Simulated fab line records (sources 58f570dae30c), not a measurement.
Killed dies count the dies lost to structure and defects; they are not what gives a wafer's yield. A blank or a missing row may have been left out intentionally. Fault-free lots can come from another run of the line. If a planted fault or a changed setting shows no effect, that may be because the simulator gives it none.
fab line records | flow berkeleyCmos170
record: lots: 5 wafers: 23
route steps=331 shown CONTACT@217 M1@238 M2@283
startH: hours from the record's first day to the start of the lot's first wafer shown | waitH: hours from the lot's prior step to this one | " unchanged from the row above | L1.1+2: a row that stands for several wafers | - no value, or no start given | * or withheld: withheld | < > ~ a bound
route shown NAME@n: a module of which the file shows steps, and the number in the route of the first | usual: mean/standard deviation taken from wafers without a fault | same: alike in all rows | chamber/n: place in a boat | sites: per-site readings | _std_site: the values' standard deviation | _edge_site: the outer-site mean with the inner-site mean subtracted | radiusMm: how far each site lies from the wafer's centre | mask NAME#n: copy n | behind: the tool/chamber that last shaped the wafer | hold: why the lot was held/for how many hours/how that ended | device: whichever transistor did not switch (one of n, p or np) | end of line: the tests these same wafers got at the end of their route | a step given without rows: its recipe and nothing more | killed: count of dies lost to structure and defects at first sort (not the wafer's yield) | map: per-die view of a wafer (x killed, . not killed, _ where there is no die)
set.NAME: the run value of the setting; set.NAME@STEP: its run value at that earlier step | model.NAME: the simulator's own value behind a step, which no gauge read
one table per step and one row per wafer, for lots whose settings were changed on purpose
== steps ==
step: UCB170_CONTACT_CVD_01
recipe: material: PSG targetThkNm: 700 tempC: 450 precursor: SiH4/O2/PH3 timeS: 2820 pressureMtorr: 300 sih4FlowSccm: 60 o2FlowSccm: 90 ph3FlowSccm: 25
columns lot.wafer tool chamber startH waitH set.sih4FlowSccm model.PSG_of_CONTACT_CVD_01.thkNm
L076.3 lpcvd-01 1 140.56 1.7 60 692.7
L076.4 " 1 " " 60 687.9
L076.6 " 1 " " 60 696.1
L078.1+4 - - - 0.0 60 -
L078.2 " - " " 60 696.2
L078.5 " - " " 60 702.5
L078.6 " - " " 60 694.5
L079.1 - - - 0.6 67.6 716.5
L079.2+3 " - " " 67.6 -
L079.5 " - " " 67.6 715
L079.6 " - " " 67.6 721.7
L080.1+5+6 - - - 1.4 67.76 -
L080.2 " - " " 67.76 727.9
L080.3 " - " " 67.76 723
L083.2 - - - 0.0 65.25 716.6
L083.3 " - " " 65.25 714.1
L083.4 " - " " 65.25 715.3
L083.5+6 " - " " 65.25 -
step: UCB170_M1_SPUTTER_00
recipe: material: Al targetThkNm: 600 timeS: 80 powerW: 6000 chamberPressurePa: 0.5
columns lot.wafer tool chamber startH waitH set.timeS model.Al_of_M1_SPUTTER_00.thkNm
L076.3 pvdSputter-01 - 146.89 0.0 80 607.2
L076.4 " - " " 80 607.6
L076.6 " - " " 80 604.6
L078.1 pvdSputter-02 - 152.24 0.0 85.3 633.3
L078.2 " - " " 80 610.9
L078.4 " - " " 85.3 640.4
L078.5 " - " " 80 601.8
L078.6 " - " " 80 600.7
L079.1 pvdSputter-04 - 154.44 0.0 80 599.7
L079.2 " - " " 87.09 645.9
L079.3 " - " " 87.09 656.3
L079.5 " - " " 80 604.1
L079.6 " - " " 80 600.4
L080.1 pvdSputter-01 - 168.30 0.0 68.26 516.7
L080.2 " - " " 80 605.4
L080.3 " - " " 80 600.3
L080.5 " - " " 68.26 516.8
L080.6 " - " " 68.26 522.2
L083.2 pvdSputter-01 - 170.72 0.0 80 604.3
L083.3 " - " " 80 600.4
L083.4 " - " " 80 598.4
L083.5 " - " " 73.3 552.2
L083.6 " - " " 73.3 549.5
step: UCB170_M1_RS_MEAS_01
recipe: thkMeasGauge: four-point-probe reads: Al_of_M1_SPUTTER_00
usual: M1_AL_RS: 0.0484/0.00044
columns lot.wafer tool chamber startH waitH set.timeS@M1_SPUTTER_00 M1_AL_RS[ohm/sq]
L076.3 filmMetro-03 - 146.99 0.1 80 0.0480
L076.4 " - " " 80 0.0479
L076.6 " - " " 80 0.0482
L078.1 filmMetro-01 - 152.31 0.0 85.3 0.0459
L078.2 " - " " 80 0.0476
L078.4 " - " " 85.3 0.0454
L078.5 " - " " 80 0.0483
L078.6 " - " " 80 0.0484
L079.1 filmMetro-03 - 154.50 0.0 80 0.0486
L079.2 " - " " 87.09 0.0451
L079.3 " - " " 87.09 0.0444
L079.5 " - " " 80 0.0482
L079.6 " - " " 80 0.0485
L080.1 filmMetro-04 - 168.36 0.0 68.26 0.0564
L080.2 " - " " 80 0.0481
L080.3 " - " " 80 0.0485
L080.5 " - " " 68.26 0.0566
L080.6 " - " " 68.26 0.0559
L083.2 filmMetro-01 - 170.80 0.1 80 0.0481
L083.3 " - " " 80 0.0484
L083.4 " - " " 80 0.0486
L083.5 " - " " 73.3 0.0528
L083.6 " - " " 73.3 0.0529
step: UCB170_M1_THK_MEAS_02
recipe: thkMeasGauge: xrf reads: Al_of_M1_SPUTTER_00
usual: M1_AL_THK: 612/6.2
columns lot.wafer tool chamber startH waitH set.timeS@M1_SPUTTER_00 M1_AL_THK[nm]
L076.3 filmMetro-03 - 147.09 0.1 80 617
L076.4 " - " " 80 615
L076.6 " - " " 80 613
L078.1 filmMetro-01 - 152.43 0.1 85.3 643
L078.2 " - " " 80 622
L078.4 " - " " 85.3 653
L078.5 " - " " 80 615
L078.6 " - " " 80 611
L079.1 filmMetro-03 - 154.62 0.1 80 605
L079.2 " - " " 87.09 653
L079.3 " - " " 87.09 664
L079.5 " - " " 80 610
L079.6 " - " " 80 610
L080.1 filmMetro-04 - 168.48 0.1 68.26 527
L080.2 " - " " 80 619
L080.3 " - " " 80 613
L080.5 " - " " 68.26 527
L080.6 " - " " 68.26 533
L083.2 filmMetro-01 - 170.91 0.1 80 617
L083.3 " - " " 80 612
L083.4 " - " " 80 612
L083.5 " - " " 73.3 562
L083.6 " - " " 73.3 559
step: UCB170_M1_EXPOSE_06
recipe: maskId: METAL1 targetCdNm: 700 na: 0.5 sigmaOuter: 0.6 sourceShape: conventional doseMj: 21
columns lot.wafer tool chamber startH waitH mask set.doseMj
L076.3+4+6 krfScanner-01 0 147.74 - METAL1#0 21
L078.1+2+5 krfScanner-01 0 152.99 - METAL1#0 21
L078.4+6 " 0 " " METAL1#0 20.31
L079.1+5 krfScanner-02 0 155.40 - METAL1#0 21
L079.2+3+6 " 0 " " METAL1#0 19.56
L080.1+2+3 krfScanner-01 0 169.12 - METAL1#0 21.63
L080.5+6 " 0 " " METAL1#0 21
L083.2+4+6 krfScanner-01 0 171.67 - METAL1#0 21
L083.3+5 " 0 " " METAL1#0 22.2
step: UCB170_M1_PEB_07
recipe: pebTempC: 130 pebTimeS: withheld resist: KrF
step: UCB170_M1_DEVELOP_08
recipe: developer: TMAH developTimeS: 45 resist: KrF devTempC: 21
step: UCB170_M1_CD_MEAS_09
recipe: targetCdNm: 700
usual: cdNm: 700.5/1.3
columns lot.wafer tool chamber startH waitH set.doseMj@M1_EXPOSE_06 cdNm
L076.3 cdSem-02 - 148.14 - 21 700.1
L076.4 " - " " 21 700.0
L076.6 " - " " 21 700.8
L078.1 cdSem-01 - 153.72 - 21 699.0
L078.2 " - " " 21 698.4
L078.4 " - " " 20.31 704.6
L078.5 " - " " 21 698.6
L078.6 " - " " 20.31 704.1
L079.1 cdSem-01 - 155.79 - 21 699.2
L079.2 " - " " 19.56 711.4
L079.3 " - " " 19.56 711.2
L079.5 " - " " 21 699.4
L079.6 " - " " 19.56 711.2
L080.1 cdSem-01 - 169.51 - 21.63 696.1
L080.2 " - " " 21.63 697.1
L080.3 " - " " 21.63 696.3
L080.5 " - " " 21 702.1
L080.6 " - " " 21 701.7
L083.2 cdSem-02 - 172.06 - 21 702.6
L083.3 " - " " 22.2 692.3
L083.4 " - " " 21 703.4
L083.5 " - " " 22.2 692.9
L083.6 " - " " 21 702.9
step: UCB170_M1_ETCH_11
recipe: chemistry: N2/H2 targetDepthA: withheld overetchA: withheld target: BARC timeS: withheld sourceW: 500 biasW: 100 pressureMtorr: 30 n2FlowSccm: 100 h2FlowSccm: 200
columns lot.wafer tool chamber startH waitH set.sourceW set.doseMj@M1_EXPOSE_06 model.M1.cdNm
L076.3 rieDiel-02 1 148.25 0.0 500 21 700.1
L076.4 " 0 " " 500 21 700.3
L076.6 " 1 " " 500 21 700.9
L078.1 rieDiel-03 0 153.87 0.0 500 21 697.9
L078.2 " 2 " " 452.3 21 698.7
L078.4 " 3 " " 452.3 20.31 706.1
L078.5 " 2 " " 500 21 698.5
L078.6 " 3 " " 452.3 20.31 705.8
L079.1 rieDiel-01 2 155.94 0.0 500 21 699.7
L079.2 " 0 " " 515.9 19.56 710.3
L079.3 " 1 " " 500 19.56 710.8
L079.5 " 0 " " 500 21 698.6
L079.6 " 2 " " 515.9 19.56 711
L080.1 rieDiel-01 0 169.67 0.0 500 21.63 695.7
L080.2 " 1 " " 500 21.63 697.5
L080.3 " 3 " " 476.4 21.63 697.8
L080.5 " 3 " " 476.4 21 702.8
L080.6 " 2 " " 476.4 21 702.6
L083.2 rieDiel-01 0 172.20 0.0 519 21 701.4
L083.3 " 2 " " 500 22.2 693.1
L083.4 " 1 " " 500 21 703.8
L083.5 " 1 " " 519 22.2 693
L083.6 " 0 " " 519 21 702.6
step: UCB170_M1_METAL_ETCH_12
recipe: chemistry: Cl2/BCl3 target: Al stopOn: PSG pressureMtorr: 12 targetDepthA: 7800 overEtchFrac: 0.3 timeS: 130 icpW: 600 biasW: 120 Cl2_flow_sccm: 90 bcl3FlowSccm: 45
usual: oesProductAu: 0.862/0.016
columns lot.wafer tool chamber startH waitH set.pressureMtorr set.timeS@M1_SPUTTER_00 oesProductAu
L076.3 rieMetal-01 0 148.38 - 12 80 0.880
L076.4 " 0 " " 12 80 0.874
L076.6 " 0 " " 12 80 0.869
L078.1 rieMetal-02 0 153.91 - 12.65 85.3 0.856
L078.2 " 0 " " 12.65 80 0.844
L078.4 " 0 " " 12.65 85.3 0.866
L078.5 " 0 " " 12.65 80 0.843
L078.6 " 0 " " 12.65 80 0.843
L079.1 rieMetal-04 1 155.99 - 12.74 80 0.883
L079.2 " 0 " " 12.74 87.09 0.890
L079.3 " 1 " " 12.74 87.09 0.940
L079.5 " 0 " " 12.74 80 0.863
L079.6 " 1 " " 12.74 80 0.879
L080.1 rieMetal-01 1 169.71 - 12 68.26 0.790
L080.2 " 0 " " 12 80 0.874
L080.3 " 0 " " 12 80 0.868
L080.5 " 1 " " 12 68.26 0.779
L080.6 " 0 " " 12 68.26 0.803
L083.2 rieMetal-01 1 172.24 - 13.15 80 0.867
L083.3 " 0 " " 13.15 80 0.870
L083.4 " 1 " " 13.15 80 0.855
L083.5 " 1 " " 13.15 73.3 0.814
L083.6 " 0 " " 13.15 73.3 0.826
step: UCB170_M1_STRIP_13
recipe: chemistry: O2 powerW: 400 pressureMtorr: 3500 platenTempC: withheld o2FlowSccm: 400 overashFraction: 0.5
step: UCB170_M1_CD_MEAS_90
recipe: targetCdNm: 700
usual: cdNm: 702.6/2.5
columns lot.wafer tool chamber startH waitH set.doseMj@M1_EXPOSE_06 cdNm
L076.3 cdSem-01 - 148.70 0.1 21 704.2
L076.4 " - " " 21 704.2
L076.6 " - " " 21 703.3
L078.1 cdSem-01 - 154.28 0.1 21 699.4
L078.2 " - " " 21 699.5
L078.4 " - " " 20.31 706.9
L078.5 " - " " 21 701.0
L078.6 " - " " 20.31 707.0
L079.1 cdSem-01 - 156.22 0.1 21 702.9
L079.2 " - " " 19.56 713.2
L079.3 " - " " 19.56 717.5
L079.5 " - " " 21 702.7
L079.6 " - " " 19.56 713.1
L080.1 cdSem-01 - 169.94 0.1 21.63 696.1
L080.2 " - " " 21.63 698.8
L080.3 " - " " 21.63 697.9
L080.5 " - " " 21 703.2
L080.6 " - " " 21 706.3
L083.2 cdSem-02 - 172.49 0.1 21 701.3
L083.3 " - " " 22.2 693.6
L083.4 " - " " 21 703.6
L083.5 " - " " 22.2 693.3
L083.6 " - " " 21 702.8
step: UCB170_M2_EXPOSE_12
recipe: maskId: METAL2 targetCdNm: 700 na: 0.5 sigmaOuter: 0.6 sourceShape: conventional doseMj: 26
columns lot.wafer tool chamber startH waitH mask set.doseMj
L076.3+4+6 krfScanner-02 0 157.26 - METAL2#0 26
L078.1+2+4 krfScanner-01 0 165.52 - METAL2#0 27.06
L078.5+6 " 0 " " METAL2#0 26
L079.1+2+3+5+6 krfScanner-02 0 165.86 - METAL2#0 26
L080.1+6 krfScanner-02 0 176.85 - METAL2#0 26
L080.2+3+5 " 0 " " METAL2#0 26.82
L083.2+4 krfScanner-02 0 182.56 - METAL2#0 24.11
L083.3+5+6 " 0 " " METAL2#0 26
step: UCB170_M2_PEB_13
recipe: pebTempC: 130 pebTimeS: withheld resist: KrF
step: UCB170_M2_DEVELOP_14
recipe: developer: TMAH developTimeS: 45 resist: KrF devTempC: 21
step: UCB170_M2_CD_MEAS_15
recipe: targetCdNm: 700
usual: cdNm: 699.9/1.2
columns lot.wafer tool chamber startH waitH set.doseMj@M2_EXPOSE_12 cdNm
L076.3 cdSem-01 - 157.65 - 26 699.1
L076.4 " - " " 26 699.7
L076.6 " - " " 26 700.1
L078.1 cdSem-02 - 166.00 - 27.06 692.6
L078.2 " - " " 27.06 692.5
L078.4 " - " " 27.06 692.3
L078.5 " - " " 26 698.6
L078.6 " - " " 26 699.0
L079.1 cdSem-01 - 166.26 - 26 699.0
L079.2 " - " " 26 699.3
L079.3 " - " " 26 699.3
L079.5 " - " " 26 699.2
L079.6 " - " " 26 699.4
L080.1 cdSem-02 - 177.34 - 26 699.9
L080.2 " - " " 26.82 694.8
L080.3 " - " " 26.82 695.7
L080.5 " - " " 26.82 695.6
L080.6 " - " " 26 700.3
L083.2 cdSem-01 - 183.14 - 24.11 713.9
L083.3 " - " " 26 700.0
L083.4 " - " " 24.11 712.2
L083.5 " - " " 26 700.4
L083.6 " - " " 26 701.9
step: UCB170_M2_ETCH_17
recipe: chemistry: N2/H2 targetDepthA: withheld overetchA: withheld target: BARC timeS: withheld sourceW: 500 biasW: 100 pressureMtorr: 30 n2FlowSccm: 100 h2FlowSccm: 200
columns lot.wafer tool chamber startH waitH set.doseMj@M2_EXPOSE_12 model.M2.cdNm
L076.3 rieDiel-02 0 157.77 0.0 26 699.7
L076.4+6 " 3,1 " " 26 699.1
L078.1 rieDiel-04 1 166.16 0.0 27.06 693.3
L078.2 " 0 " " 27.06 692.4
L078.4 " 0 " " 27.06 692.5
L078.5 " 1 " " 26 698.9
L078.6 " 2 " " 26 699.4
L079.1 rieDiel-01 1 166.41 0.0 26 698.9
L079.2 " 2 " " 26 699.6
L079.3 " 0 " " 26 700.2
L079.5 " 2 " " 26 699.7
L079.6 " 1 " " 26 698.8
L080.1+6 rieDiel-01 0,3 177.50 0.0 26 700.8
L080.2 " 3 " " 26.82 694.7
L080.3 " 2 " " 26.82 696.7
L080.5 " 0 " " 26.82 696
L083.2 rieDiel-04 3 183.28 0.0 24.11 715.1
L083.3 " 0 " " 26 699.6
L083.4 " 1 " " 24.11 712.8
L083.5 " 3 " " 26 701.1
L083.6 " 2 " " 26 701.8
== key ==
split: step: UCB170_CONTACT_CVD_01 setting: sih4FlowSccm stated: 60 by: lot
response: step: UCB170_CONTACT_CVD_01 reading: model.PSG_of_CONTACT_CVD_01.thkNm change: +2.07 per: 1% r: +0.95
split: step: UCB170_M1_SPUTTER_00 setting: timeS stated: 80 by: wafer
response: step: UCB170_M1_SPUTTER_00 reading: model.Al_of_M1_SPUTTER_00.thkNm change: +5.67 per: 1% r: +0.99
response: step: UCB170_M1_RS_MEAS_01 reading: M1_AL_RS change: -0.000501 per: 1% r: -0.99
response: step: UCB170_M1_THK_MEAS_02 reading: M1_AL_THK change: +5.84 per: 1% r: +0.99
response: step: UCB170_M1_METAL_ETCH_12 reading: oesProductAu change: +0.00494 per: 1% r: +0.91
split: step: UCB170_M1_EXPOSE_06 setting: doseMj stated: 21 by: wafer
response: step: UCB170_M1_CD_MEAS_09 reading: cdNm change: -1.77 per: 1% r: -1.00
response: step: UCB170_M1_ETCH_11 reading: model.M1.cdNm change: -1.77 per: 1% r: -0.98
response: step: UCB170_M1_CD_MEAS_90 reading: cdNm change: -1.79 per: 1% r: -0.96
split: step: UCB170_M1_ETCH_11 setting: sourceW stated: 500 by: wafer
response none clear
split: step: UCB170_M1_METAL_ETCH_12 setting: pressureMtorr stated: 12 by: lot
response none clear
split: step: UCB170_M2_EXPOSE_12 setting: doseMj stated: 26 by: wafer
response: step: UCB170_M2_CD_MEAS_15 reading: cdNm change: -1.64 per: 1% r: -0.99
response: step: UCB170_M2_ETCH_17 reading: model.M2.cdNm change: -1.73 per: 1% r: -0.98
